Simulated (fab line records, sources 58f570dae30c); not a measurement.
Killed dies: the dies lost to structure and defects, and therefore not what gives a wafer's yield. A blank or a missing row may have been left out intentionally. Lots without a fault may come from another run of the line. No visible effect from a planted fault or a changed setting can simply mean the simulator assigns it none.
A lot that was struck, set against a sound lot | flow berkeley-cmos170 | 17 out of 331 route steps
Sound: the wafers L112.1, L112.2, L112.3. Struck: wafers L114.3, L114.4, L114.6. The cause comes at the end.
Per side, at each step with rows, come the tool, then ch with its chambers, and then its first start. Under that, the readings that differ: sound wafers | struck wafers | difference of the means | sigmas: that difference in standard deviations of wafers without a fault.
alike: same words and numbers on both sides, and readings whose means sit less than 2 such deviations apart. not compared: any withheld reading, any reading some wafer has no value for, any bound like >300 that may hide the same value, and any number with overlapping values for which the record gives no deviation.
The two part at a step that has a row with sigmas, a row that says differs or no value, or rows on one side only. Non-overlapping numbers with no deviation appear without sigmas and do not part them. A reading that every wafer of one side lacks parts them only if that side has two wafers or more.

first, 4 steps without rows for these wafers: UCB170_NVT_SOFTBAKE_02 (time 60 s); UCB170_NVT_EXPOSE_03 (exposes mask PWELL, target cd 3000 nm); UCB170_NVT_PEB_04; UCB170_NVT_DEVELOP_05 (develop time 45 s).
UCB170_NVT_OVL_MEAS_06:
  sound on overlay-01 at day 5 10:37; struck on overlay-01 at day 6 00:40
  alike: NVT_OVL
then, 1 step without rows for these wafers: UCB170_NVT_IMPLANT_07.
UCB170_NVT_STRIP_08: strips in O2.
  sound on plasma-asher-01 ch 0,1, day 5 10:48; struck on plasma-asher-01 ch 0,1, day 6 00:52
  alike: drypump-motor-current-A, oes-product-au, strip-time-to-endpoint-s
  not compared: rf-hours-counter-h
UCB170_NVT_TW_MEAS_09:
  sound on film-metro-02 at day 5 10:54; struck on film-metro-03 at day 6 00:58
  alike: NVT_TW
then, 4 steps without rows for these wafers: UCB170_NVT_CLEAN_10 (cleans in SPM, time 600 s); UCB170_PVT_HMDS_00 (prime time 60 s); UCB170_PVT_COAT_01 (resist thk 900 nm); UCB170_PVT_SOFTBAKE_02 (time 60 s).
UCB170_PVT_EXPOSE_03: exposes mask NWELL, target cd 3000 nm.
  sound on krf-scanner-02 ch 0, day 5 14:41; struck on krf-scanner-02 ch 0, day 6 02:12
  reading                     | sound                | struck            | difference | sigmas
  exposure-dose-mJ-cm2        | 29.90 29.94 29.98    | 30.05 30.00 29.98 | +0.07      | +2
  model.PVT.overlay-x-nm (nm) | -3.122 -3.122 -3.122 | 914.3 914.3 914.3 | +917.4     |
  alike: mask
then, 2 steps without rows for these wafers: UCB170_PVT_PEB_04; UCB170_PVT_DEVELOP_05 (develop time 45 s).
UCB170_PVT_OVL_MEAS_06:
  sound on overlay-02 at day 5 15:17; struck on overlay-02 at day 6 02:46
  reading      | sound     | struck      | difference | sigmas
  PVT_OVL (nm) | -6 -6 -11 | 910 908 911 | +917       | +99 or more
  not compared: hold
UCB170_M3_PROBE_99:
  rows exist in the record for the sound wafers here (prober-01, day 7 20:59), none for the struck ones

WHERE THEY PART
At UCB170_PVT_EXPOSE_03 first; at UCB170_M3_PROBE_99 last (within this record only).

WHY: what the simulator had put in
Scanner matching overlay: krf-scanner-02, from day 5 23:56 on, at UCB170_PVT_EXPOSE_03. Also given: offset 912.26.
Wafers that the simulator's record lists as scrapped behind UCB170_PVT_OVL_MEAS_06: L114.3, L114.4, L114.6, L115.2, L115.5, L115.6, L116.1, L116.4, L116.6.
